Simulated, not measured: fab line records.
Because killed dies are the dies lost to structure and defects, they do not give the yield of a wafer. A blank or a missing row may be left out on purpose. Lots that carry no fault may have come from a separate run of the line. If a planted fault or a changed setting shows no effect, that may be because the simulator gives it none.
Which tool did it? + flow berkeleyCmos170 + 42 wafers from 14 lots sampled at 4 of the route's 331 steps

## WHAT EACH GAUGE READ, for each wafer
UCB170_GATE_OVL_MEAS_13. Usual: GATE_OVL 1 nm, standard deviation 4.5.
| lot  | measured     | on         | GATE_OVL (nm) | flag |
|------|--------------|------------|---------------|------|
| L734 | day 6 13:02  | overlay-02 | 0 2 -2        |      |
| L735 | day 7 08:32  | overlay-02 | 4 -5 4        |      |
| L736 | day 7 08:48  | overlay-01 | -2 5 10       |      |
| L738 | day 7 17:13  | overlay-02 | 1 -3 -3       |      |
| L740 | day 7 17:16  | overlay-01 | 12 1 8        |      |
| L739 | day 7 17:20  | overlay-02 | 7 0 -2        |      |
| L742 | day 8 12:26  | overlay-01 | 7 3 -1        |      |
| L741 | day 8 12:31  | overlay-02 | -7 -7 -8      |      |
| L748 | day 10 08:43 | overlay-01 | 3 -2 6        |      |
| L749 | day 10 09:14 | overlay-01 | 2 -8 -1       |      |
| L753 | day 10 21:20 | overlay-02 | -2 1 0        |      |
| L754 | day 10 21:31 | overlay-02 | 1 -2 3        |      |
| L756 | day 11 16:05 | overlay-02 | 2 9 5         |      |
| L757 | day 12 01:00 | overlay-02 | 0 -1 -2       |      |

UCB170_V2_THK_MEAS_01. Usual: V2_TEOS_THK 1997 nm, standard deviation 27.
| lot  | measured     | on           | V2_TEOS_THK (nm) | flag |
|------|--------------|--------------|------------------|------|
| L734 | day 7 18:15  | filmMetro-04 | 1986 1948 2011   |      |
| L735 | day 8 16:03  | filmMetro-03 | 1970 2011 2014   |      |
| L736 | day 8 16:58  | filmMetro-03 | 2053 2012 1994   |      |
| L738 | day 9 02:03  | filmMetro-01 | 1950 2020 1978   |      |
| L740 | day 9 00:15  | filmMetro-04 | 1969 2022 2025   |      |
| L739 | day 9 03:43  | filmMetro-04 | 1947 1974 2010   |      |
| L742 | day 9 21:31  | filmMetro-04 | 1989 2023 2001   |      |
| L741 | day 9 21:19  | filmMetro-03 | 1997 1984 2050   |      |
| L748 | day 11 18:37 | filmMetro-04 | 1983 2023 2030   |      |
| L749 | day 11 16:17 | filmMetro-03 | 2010 2018 2063   |      |
| L753 | day 12 07:29 | filmMetro-03 | 1979 2016 2025   |      |
| L754 | day 12 07:35 | filmMetro-01 | 1962 2016 2051   |      |
| L756 | day 12 23:43 | filmMetro-01 | 1999 1992 2025   |      |
| L757 | day 13 07:23 | filmMetro-01 | 1978 2011 2019   |      |

## WHICH TOOL RAN EACH LOT (tool, then ch and the chambers of the sampled wafers, then the start)
| lot  | UCB170_SDANNEAL_RTA_00          | UCB170_CONTACT_HMDS_03           |
|------|---------------------------------|----------------------------------|
| L734 | rtpAnneal-02 ch 0, day 7 03:43  | lithoTrack-01 ch 0, day 7 06:43  |
| L735 | rtpAnneal-02 ch 0, day 7 23:59  | lithoTrack-01 ch 0, day 8 03:01  |
| L736 | rtpAnneal-02 ch 0, day 8 00:55  | lithoTrack-01 ch 0, day 8 04:52  |
| L738 | rtpAnneal-02 ch 0, day 8 08:37  | lithoTrack-01 ch 0, day 8 13:32  |
| L740 | rtpAnneal-01 ch 0, day 8 07:16  | lithoTrack-01 ch 0, day 8 11:27  |
| L739 | rtpAnneal-02 ch 0, day 8 08:49  | lithoTrack-02 ch 0, day 8 13:43  |
| L742 | rtpAnneal-01 ch 0, day 9 04:01  | lithoTrack-01 ch 0, day 9 08:59  |
| L741 | rtpAnneal-02 ch 0, day 9 02:58  | lithoTrack-02 ch 0, day 9 08:54  |
| L748 | rtpAnneal-02 ch 0, day 11 01:53 | lithoTrack-02 ch 0, day 11 06:44 |
| L749 | rtpAnneal-01 ch 0, day 11 01:43 | lithoTrack-02 ch 0, day 11 04:59 |
| L753 | rtpAnneal-02 ch 0, day 11 13:41 | lithoTrack-04 ch 0, day 11 18:14 |
| L754 | rtpAnneal-01 ch 0, day 11 13:52 | lithoTrack-01 ch 0, day 11 18:12 |
| L756 | rtpAnneal-01 ch 0, day 12 07:56 | lithoTrack-01 ch 0, day 12 10:58 |
| L757 | rtpAnneal-02 ch 0, day 12 13:50 | lithoTrack-04 ch 0, day 12 17:08 |
- UCB170_SDANNEAL_RTA_00: time 10 s.
- UCB170_CONTACT_HMDS_03: prime time 60 s.

## AS READ BY THE TOOLS THEMSELVES (means over the sampled wafers that have a number; for cases with no such wafer, the mark the record gives instead)
UCB170_SDANNEAL_RTA_00. Usual: lampPowerPct 25.0 %, standard deviation 0.85; wafer_temp_C_max 903.4, standard deviation 0.7.
| lot  | tool         | lampPowerPct (%) | wafer_temp_C_max | flag |
|------|--------------|------------------|------------------|------|
| L734 | rtpAnneal-02 | 25.7             | 904.2            |      |
| L735 | rtpAnneal-02 | 25.7             | 902.9            |      |
| L736 | rtpAnneal-02 | 25.7             | 904.0            |      |
| L738 | rtpAnneal-02 | 25.7             | 903.0            |      |
| L740 | rtpAnneal-01 | 23.9             | 903.9            |      |
| L739 | rtpAnneal-02 | 25.7             | 903.9            |      |
| L742 | rtpAnneal-01 | 24.0             | 904.0            |      |
| L741 | rtpAnneal-02 | 25.7             | 903.5            |      |
| L748 | rtpAnneal-02 | 25.7             | 903.1            |      |
| L749 | rtpAnneal-01 | 24.0             | 902.9            |      |
| L753 | rtpAnneal-02 | 25.7             | 903.7            |      |
| L754 | rtpAnneal-01 | 23.9             | 902.8            |      |
| L756 | rtpAnneal-01 | 24.0             | 903.4            |      |
| L757 | rtpAnneal-02 | 25.7             | 903.7            |      |

UCB170_CONTACT_HMDS_03. Usual: primeTempC at 100.00 C, with a standard deviation of 0.12.
| lot  | tool          | primeTempC (C) | flag |
|------|---------------|----------------|------|
| L734 | lithoTrack-01 | 99.99          |      |
| L735 | lithoTrack-01 | 100.01         |      |
| L736 | lithoTrack-01 | 99.79          |      |
| L738 | lithoTrack-01 | 100.12         |      |
| L740 | lithoTrack-01 | 99.92          |      |
| L739 | lithoTrack-02 | 99.94          |      |
| L742 | lithoTrack-01 | 100.05         |      |
| L741 | lithoTrack-02 | 99.82          |      |
| L748 | lithoTrack-02 | 87.86          | OFF  |
| L749 | lithoTrack-02 | 87.86          | OFF  |
| L753 | lithoTrack-04 | 100.12         |      |
| L754 | lithoTrack-01 | 99.96          |      |
| L756 | lithoTrack-01 | 100.03         |      |
| L757 | lithoTrack-04 | 100.10         |      |

## THE ANSWER, worked out from the rows above alone
Rule: a lot counts as off when the mean over its wafers that have a number is more than 3 standard deviations away from the usual mean. A lot without any number at a reading at which 4 lots or more have one is off too. All remaining lots with rows at the step are treated as sound. Order of review: gauges by route order, followed by the tools' own readings, for which a lot's mean as printed above is used. At the first step where some lot is off, the reading lying furthest off is the one used; lots without a number count as furthest.
Off: L748, L749 (UCB170_CONTACT_HMDS_03, primeTempC).
A tool fits if, at that step or a process step before it, it ran every lot that is off, and no sound lot after the first of them. One fits: UCB170_CONTACT_HMDS_03 on lithoTrack-02. Its last sound lot is L741 (day 9 08:54), its first lot that is off L749 (day 11 04:59): a fault that began between those two fits.
On the lots that are off, the tool's own readings at UCB170_CONTACT_HMDS_03 differ by more than 5 times the standard deviation of the sound lots' means, which bears it out; primeTempC reads 87.86 C there versus 99.99 C on the sound lots.

## WHAT THE SIMULATOR HAD PUT IN
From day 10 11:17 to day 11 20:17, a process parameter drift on lithoTrack-02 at UCB170_CONTACT_HMDS_03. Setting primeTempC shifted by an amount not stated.
Lots struck among those shown: L748, L749. The rule above found the same.
